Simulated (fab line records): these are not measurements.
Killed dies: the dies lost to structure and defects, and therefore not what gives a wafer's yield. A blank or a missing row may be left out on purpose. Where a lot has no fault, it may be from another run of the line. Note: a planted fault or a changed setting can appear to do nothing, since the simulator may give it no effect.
2 desks looking at one fault | flow berkeley-cmos170 | only its own numbers are on each desk; what lay behind them is given at the end

THE TOOL OWNER'S DESK: rie-diel-02
The tool's own readings at UCB170_PWELL_ETCH_14 (etches Si3N4 in CH3F/Ar/O2, stops on SiO2, target depth 242 nm, time 151 s): means of the sampled wafers that have a number, for each lot that ran on this tool. A lot is out of limits, marked OUT, if its mean lies more than 4 standard deviations from the usual mean; the brackets give that distance.
Columns: A = drypump-motor-current-A at UCB170_PWELL_ETCH_14, usual 5.6 A; B = oes-product-au at UCB170_PWELL_ETCH_14, usual 0.941 a.u.; C = throttle-valve-pct at UCB170_PWELL_ETCH_14, usual 8.10 %
lot  | first seen here | A   | B     | C
L239 | day 3 02:47     | 5.5 | 0.938 | 8.09
L240 | day 3 10:30     | 5.7 | 0.935 | 8.08
L244 | day 3 21:34     | 5.3 | 0.953 | 8.14
L254 | day 6 09:19     | 5.5 | 0.932 | 8.04
This desk found nothing out of limits on any of the 4 lots.

AT THE METROLOGY DESK
Lot by lot, what the gauges showed, no matter which tool ran the lot: averages of those sampled wafers that carry a number. A lot is out of limits, marked OUT, if its mean lies more than 4 standard deviations from the usual mean; the brackets give that distance.
Columns: A = NVT_OVL at UCB170_NVT_OVL_MEAS_06, usual -1 nm; B = V1_BOW at UCB170_V1_BOW_MEAS_03, usual 20 um
lot  | first seen here | A  | B
L239 | day 5 17:47     | 1  | 21
L240 | day 6 01:01     | 3  | 16
L241 | day 6 01:11     | 1  | 15
L242 | day 6 03:31     | 2  | 21
L244 | day 6 09:38     | 4  | 23
L243 | day 6 10:21     | 3  | 14
L245 | day 6 17:19     | -3 | 16
L246 | day 6 17:31     | -3 | 23
L252 | day 8 04:17     | -2 | 16
L254 | day 9 06:07     | 4  | 21
L259 | day 9 07:33     | -1 | 23
L261 | day 9 15:47     | -7 | 19
This desk found nothing out of limits on any of the 12 lots.

BROUGHT TOGETHER
The tool owner's desk saw nothing out of limits.
The metrology desk saw nothing out of limits.

WHAT THE SIMULATOR HAD PUT IN
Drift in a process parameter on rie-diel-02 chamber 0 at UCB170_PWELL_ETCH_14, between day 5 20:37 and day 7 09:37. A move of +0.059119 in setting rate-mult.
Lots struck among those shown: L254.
